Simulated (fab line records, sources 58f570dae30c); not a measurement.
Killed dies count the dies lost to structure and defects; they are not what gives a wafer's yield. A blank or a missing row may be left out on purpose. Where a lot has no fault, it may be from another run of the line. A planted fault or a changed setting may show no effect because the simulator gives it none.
Matching of chambers :: flow berkeleyCmos170 :: UCB170_GATE_ETCH_15 on rieSi-02: 4 sister chambers
The step etches poly-Si in HBr/Cl2, stops on SiO2, time 56.3 s, target depth 278.2 nm. 4 wafers are shown with their chamber, then 7 later ones without.

EACH WAFER AND ITS CHAMBER
wafer: L269.4
chamber: 1
throttleValvePct (%): 26.18

wafer: L275.3
chamber: 2
throttleValvePct (%): 26.70

wafer: L277.1
chamber: 0
throttleValvePct (%): 26.43

wafer: L277.2
chamber: 3
throttleValvePct (%): 26.18

WAFERS WITH NO CHAMBER GIVEN
wafer: L277.4
throttleValvePct (%): 26.19

wafer: L281.1
throttleValvePct (%): 26.17

wafer: L281.4
throttleValvePct (%): 26.71

wafer: L281.6
throttleValvePct (%): 26.17

wafer: L283.2
throttleValvePct (%): 26.20

wafer: L283.5
throttleValvePct (%): 26.18

wafer: L283.6
throttleValvePct (%): 26.43

EACH ONE'S CHAMBER
wafer: L277.4
from the rows above: can't be placed: 1 or 3
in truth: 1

wafer: L281.1
from the rows above: can't be placed: 1 or 3
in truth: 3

wafer: L281.4
from the rows above: 2
in truth: 2

wafer: L281.6
from the rows above: can't be placed: 1 or 3
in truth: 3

wafer: L283.2
from the rows above: can't be placed: 1 or 3
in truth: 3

wafer: L283.5
from the rows above: can't be placed: 1 or 3
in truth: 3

wafer: L283.6
from the rows above: 0
in truth: 0
Correct placement for 2 of the 7. Can't be placed from these rows: 5 (the true chamber is among the candidates in 5). 0 placed wrongly.
How it was worked out, from the rows above alone: a wafer's distance from a chamber is the root of the sum, over the readings, of the square of ((its reading less the chamber's mean) divided by the reading's scatter). The wafer belongs to the nearest chamber; if the next one is less than 2 further off, it can't be placed. Each chamber's mean is taken over the wafers shown for it. The scatter: with one shown wafer a chamber, the root of the mean of the squares of how far each hidden wafer lies from its nearest shown one.
